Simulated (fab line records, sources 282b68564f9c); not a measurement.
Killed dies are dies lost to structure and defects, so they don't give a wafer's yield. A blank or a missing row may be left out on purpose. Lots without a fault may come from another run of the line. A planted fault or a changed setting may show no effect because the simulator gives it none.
Which tool did it? | flow rit_cmos | 7 lots, 21 wafers sampled, at 1 step of a route of 202

WHAT THE GAUGES READ, wafer by wafer
RIT_PWELL_OVL_MEAS_06.
lot  | measured    | on         | PWELL_OVL (nm)
L326 | day 2 07:56 | overlay-02 | -1.9 -1.2 -1.4
L330 | day 3 03:58 | overlay-01 | -0.9 0.0 -0.9
L332 | day 3 15:46 | overlay-01 | -0.4 -0.6 -0.5
L337 | day 4 18:30 | overlay-01 | 1.2 -0.6 -0.2
L339 | day 5 03:38 | overlay-02 | 0.3 0.2 0.0
L342 | day 5 18:35 | overlay-02 | -1.1 -0.3 1.5
L345 | day 6 10:43 | overlay-02 | 0.6 1.4 1.6

WHICH TOOL RAN EACH LOT (tool, then ch and the chambers of the sampled wafers, then the start)
The record holds no process step before these readings.

THE ANSWER, worked out from the rows above alone
Rule: what is usual is taken from the lots themselves. Put in order of their means at a reading, lots are off if they are a third of the lots or fewer, leave a main group of 4 or more, and stand apart from it by a gap of 3 or more times the standard deviation of the main group's means; of several such gaps the widest counts. A main group whose means are all the same, to the digits that the tables above print for the reading, isn't used. A lot without any number at a reading at which 4 lots or more have one is off too. The other lots that the step has rows for count as sound.
No lot is off at any reading shown: from this, nothing can be told.

WHAT THE SIMULATOR HAD PUT IN
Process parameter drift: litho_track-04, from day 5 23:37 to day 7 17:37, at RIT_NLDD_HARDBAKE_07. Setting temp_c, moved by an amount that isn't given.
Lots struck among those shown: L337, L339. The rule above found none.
